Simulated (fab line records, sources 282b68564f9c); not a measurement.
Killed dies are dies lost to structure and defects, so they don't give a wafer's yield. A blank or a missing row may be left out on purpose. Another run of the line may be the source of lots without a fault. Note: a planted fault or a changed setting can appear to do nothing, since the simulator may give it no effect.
Which tool was responsible? || flow rit-cmos || Sampling: 14 lots, 42 wafers, 5 of 202 route steps

WHAT THE GAUGES SHOWED, per wafer
RIT_NWELL_OVL_MEAS_06. Usual: NWELL_OVL -0.5 nm, standard deviation 1.3.
{"lot": "L966", "measured": "day 1 21:07", "on": "overlay-01", "NWELL_OVL (nm)": "-1.7 -1.6 -2.3", "flag": ""}
{"lot": "L967", "measured": "day 2 02:13", "on": "overlay-01", "NWELL_OVL (nm)": "0.3 0.1 -1.1", "flag": ""}
{"lot": "L968", "measured": "day 2 07:26", "on": "overlay-02", "NWELL_OVL (nm)": "-2.9 -1.7 -3.1", "flag": ""}
{"lot": "L971", "measured": "day 2 22:31", "on": "overlay-02", "NWELL_OVL (nm)": "0.4 -0.1 -1.2", "flag": ""}
{"lot": "L972", "measured": "day 3 02:23", "on": "overlay-02", "NWELL_OVL (nm)": "-2.7 -1.3 -2.2", "flag": ""}
{"lot": "L975", "measured": "day 3 18:43", "on": "overlay-01", "NWELL_OVL (nm)": "-1.8 -0.7 0.0", "flag": ""}
{"lot": "L977", "measured": "day 4 03:20", "on": "overlay-01", "NWELL_OVL (nm)": "1.7 1.3 0.3", "flag": ""}
{"lot": "L978", "measured": "day 4 08:10", "on": "overlay-02", "NWELL_OVL (nm)": "1.8 -0.5 0.0", "flag": ""}
{"lot": "L980", "measured": "day 4 19:05", "on": "overlay-01", "NWELL_OVL (nm)": "-0.2 -1.0 -1.6", "flag": ""}
{"lot": "L983", "measured": "day 5 09:28", "on": "overlay-01", "NWELL_OVL (nm)": "-0.1 -1.6 -0.5", "flag": ""}
{"lot": "L986", "measured": "day 6 00:16", "on": "overlay-01", "NWELL_OVL (nm)": "1.6 1.3 0.9", "flag": ""}
{"lot": "L987", "measured": "day 6 05:58", "on": "overlay-01", "NWELL_OVL (nm)": "-0.3 -1.0 -1.7", "flag": ""}
{"lot": "L988", "measured": "day 6 10:16", "on": "overlay-01", "NWELL_OVL (nm)": "-0.7 -1.1 -1.8", "flag": ""}
{"lot": "L989", "measured": "day 6 15:32", "on": "overlay-02", "NWELL_OVL (nm)": "-2.4 -1.5 0.0", "flag": ""}

RIT_NWELL_TW_MEAS_10. Usual: NWELL_TW 2150, standard deviation 9.8.
{"lot": "L966", "measured": "day 1 21:44", "on": "film-metro-03", "NWELL_TW": "2134 2140 2152", "flag": ""}
{"lot": "L967", "measured": "day 2 02:50", "on": "film-metro-04", "NWELL_TW": "2139 2146 2142", "flag": ""}
{"lot": "L968", "measured": "day 2 08:10", "on": "film-metro-02", "NWELL_TW": "2146 2143 2135", "flag": ""}
{"lot": "L971", "measured": "day 2 23:08", "on": "film-metro-02", "NWELL_TW": "2152 2148 2136", "flag": ""}
{"lot": "L972", "measured": "day 3 03:01", "on": "film-metro-02", "NWELL_TW": "2154 2147 2156", "flag": ""}
{"lot": "L975", "measured": "day 3 19:20", "on": "film-metro-04", "NWELL_TW": "2157 2156 2151", "flag": ""}
{"lot": "L977", "measured": "day 4 03:58", "on": "film-metro-04", "NWELL_TW": "2140 2141 2135", "flag": ""}
{"lot": "L978", "measured": "day 4 08:46", "on": "film-metro-04", "NWELL_TW": "2137 2144 2145", "flag": ""}
{"lot": "L980", "measured": "day 4 19:42", "on": "film-metro-02", "NWELL_TW": "2179 2162 2153", "flag": ""}
{"lot": "L983", "measured": "day 5 10:05", "on": "film-metro-02", "NWELL_TW": "2160 2150 2174", "flag": ""}
{"lot": "L986", "measured": "day 6 00:53", "on": "film-metro-02", "NWELL_TW": "2161 2163 2155", "flag": ""}
{"lot": "L987", "measured": "day 6 06:34", "on": "film-metro-04", "NWELL_TW": "2142 2151 2158", "flag": ""}
{"lot": "L988", "measured": "day 6 10:52", "on": "film-metro-02", "NWELL_TW": "2158 2158 2157", "flag": ""}
{"lot": "L989", "measured": "day 6 16:09", "on": "film-metro-03", "NWELL_TW": "2146 2157 2153", "flag": ""}

RIT_GATE_CD_MEAS_90 targets a cd of 150 nm. Usual: cd-nm at 149.6 nm, with a standard deviation of 2.6.
{"lot": "L966", "measured": "day 2 16:21", "on": "cd-sem-02", "cd-nm (nm)": "148.7 152.7 152.3", "flag": ""}
{"lot": "L967", "measured": "day 2 18:20", "on": "cd-sem-01", "cd-nm (nm)": "154.2 153.3 152.4", "flag": ""}
{"lot": "L968", "measured": "day 3 01:11", "on": "cd-sem-02", "cd-nm (nm)": "148.9 146.2 146.4", "flag": ""}
{"lot": "L971", "measured": "day 3 14:54", "on": "cd-sem-01", "cd-nm (nm)": "149.2 149.3 147.5", "flag": ""}
{"lot": "L972", "measured": "day 3 18:34", "on": "cd-sem-02", "cd-nm (nm)": "150.7 150.6 150.9", "flag": ""}
{"lot": "L975", "measured": "day 4 11:01", "on": "cd-sem-02", "cd-nm (nm)": "146.4 147.3 147.6", "flag": ""}
{"lot": "L977", "measured": "day 4 20:11", "on": "cd-sem-02", "cd-nm (nm)": "150.0 150.2 146.2", "flag": ""}
{"lot": "L978", "measured": "day 5 00:33", "on": "cd-sem-01", "cd-nm (nm)": "147.7 149.6 149.8", "flag": ""}
{"lot": "L980", "measured": "day 5 12:08", "on": "cd-sem-01", "cd-nm (nm)": "149.8 151.4 151.8", "flag": ""}
{"lot": "L983", "measured": "day 6 03:12", "on": "cd-sem-01", "cd-nm (nm)": "149.0 148.7 149.4", "flag": ""}
{"lot": "L986", "measured": "day 6 18:35", "on": "cd-sem-01", "cd-nm (nm)": "148.4 150.0 148.7", "flag": ""}
{"lot": "L987", "measured": "day 6 22:08", "on": "cd-sem-02", "cd-nm (nm)": "147.3 146.6 149.2", "flag": ""}
{"lot": "L988", "measured": "day 7 02:49", "on": "cd-sem-01", "cd-nm (nm)": "150.9 151.0 149.3", "flag": ""}
{"lot": "L989", "measured": "day 7 07:26", "on": "cd-sem-02", "cd-nm (nm)": "152.4 152.8 150.3", "flag": ""}

RIT_NLDD_OVL_MEAS_06. Usual: NLDD_OVL -0.4 nm, standard deviation 1.5.
{"lot": "L966", "measured": "day 2 20:19", "on": "overlay-01", "NLDD_OVL (nm)": "0.5 1.9 1.8", "flag": ""}
{"lot": "L967", "measured": "day 2 22:24", "on": "overlay-01", "NLDD_OVL (nm)": "0.4 0.2 0.7", "flag": ""}
{"lot": "L968", "measured": "day 3 05:08", "on": "overlay-01", "NLDD_OVL (nm)": "-0.4 -0.2 -0.7", "flag": ""}
{"lot": "L971", "measured": "day 3 18:55", "on": "overlay-01", "NLDD_OVL (nm)": "-0.5 -3.1 -2.9", "flag": ""}
{"lot": "L972", "measured": "day 3 22:43", "on": "overlay-02", "NLDD_OVL (nm)": "0.6 -0.1 0.2", "flag": ""}
{"lot": "L975", "measured": "day 4 15:24", "on": "overlay-01", "NLDD_OVL (nm)": "-0.9 -0.1 -0.2", "flag": ""}
{"lot": "L977", "measured": "day 5 00:15", "on": "overlay-02", "NLDD_OVL (nm)": "-182.9 -183.5 -182.6", "flag": "OFF"}
{"lot": "L978", "measured": "day 5 04:43", "on": "overlay-01", "NLDD_OVL (nm)": "-179.9 -182.0 -180.6", "flag": "OFF"}
{"lot": "L980", "measured": "day 5 16:13", "on": "overlay-01", "NLDD_OVL (nm)": "-1.2 -1.5 0.6", "flag": ""}
{"lot": "L983", "measured": "day 6 07:15", "on": "overlay-01", "NLDD_OVL (nm)": "-1.9 -0.3 -2.1", "flag": ""}
{"lot": "L986", "measured": "day 6 22:39", "on": "overlay-02", "NLDD_OVL (nm)": "3.0 0.5 3.6", "flag": ""}
{"lot": "L987", "measured": "day 7 02:21", "on": "overlay-01", "NLDD_OVL (nm)": "-2.5 -3.1 -3.2", "flag": ""}
{"lot": "L988", "measured": "day 7 06:47", "on": "overlay-01", "NLDD_OVL (nm)": "0.8 -0.4 1.0", "flag": ""}
{"lot": "L989", "measured": "day 7 11:31", "on": "overlay-01", "NLDD_OVL (nm)": "-1.4 -1.8 -2.2", "flag": ""}

WHICH TOOL RAN EACH LOT (tool, then ch and the chambers of the sampled wafers, then the start)
{"lot": "L966", "RIT_NLDD_EXPOSE_03": "iline-stepper-02 ch 0, day 2 19:56"}
{"lot": "L967", "RIT_NLDD_EXPOSE_03": "iline-stepper-01 ch 0, day 2 22:00"}
{"lot": "L968", "RIT_NLDD_EXPOSE_03": "iline-stepper-01 ch 0, day 3 04:44"}
{"lot": "L971", "RIT_NLDD_EXPOSE_03": "iline-stepper-01 ch 0, day 3 18:32"}
{"lot": "L972", "RIT_NLDD_EXPOSE_03": "iline-stepper-01 ch 0, day 3 22:14"}
{"lot": "L975", "RIT_NLDD_EXPOSE_03": "iline-stepper-02 ch 0, day 4 15:02"}
{"lot": "L977", "RIT_NLDD_EXPOSE_03": "iline-stepper-02 ch 0, day 4 23:52"}
{"lot": "L978", "RIT_NLDD_EXPOSE_03": "iline-stepper-02 ch 0, day 5 04:19"}
{"lot": "L980", "RIT_NLDD_EXPOSE_03": "iline-stepper-01 ch 0, day 5 15:49"}
{"lot": "L983", "RIT_NLDD_EXPOSE_03": "iline-stepper-01 ch 0, day 6 06:52"}
{"lot": "L986", "RIT_NLDD_EXPOSE_03": "iline-stepper-01 ch 0, day 6 22:15"}
{"lot": "L987", "RIT_NLDD_EXPOSE_03": "iline-stepper-01 ch 0, day 7 01:57"}
{"lot": "L988", "RIT_NLDD_EXPOSE_03": "iline-stepper-01 ch 0, day 7 06:23"}
{"lot": "L989", "RIT_NLDD_EXPOSE_03": "iline-stepper-01 ch 0, day 7 11:07"}
- RIT_NLDD_EXPOSE_03: exposes mask M7, target cd 40700 nm.

WHAT THE TOOLS THEMSELVES READ (means of the sampled wafers that have a number; where no wafer has one, the mark that the record gives instead)
The record holds no such reading with a usual standard deviation.

THE ANSWER, worked out from the rows above alone
Rule: a lot is off if the mean of its wafers that have a number lies more than 3 standard deviations from the usual mean. A lot without any number at a reading at which 4 lots or more have one is off too. All remaining lots with rows at the step are treated as sound. The gauges are gone through in route order, then the tools' own readings, and for those a lot's mean is taken as printed above. The first step at which some lot is off is used, and at that step the reading that is off furthest; a lot without a number counts as furthest.
Off: at RIT_NLDD_OVL_MEAS_06 (NLDD_OVL), L977, L978.
If a tool, at a process step before that reading, ran all the lots that are off and no sound lot after the first of them, it fits. The gauges at RIT_NLDD_OVL_MEAS_06 are tried like those tools. One fits: iline-stepper-02 at RIT_NLDD_EXPOSE_03. A fault onset in the window from L975 (day 4 15:02, its last sound lot) to L977 (day 4 23:52, its first lot off) fits.

WHAT THE SIMULATOR PUT IN
Scanner matching overlay: iline-stepper-02, from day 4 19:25 on, at RIT_NLDD_EXPOSE_03. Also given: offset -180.
Struck lots among those shown: L977, L978. This agrees with what the rule above found.
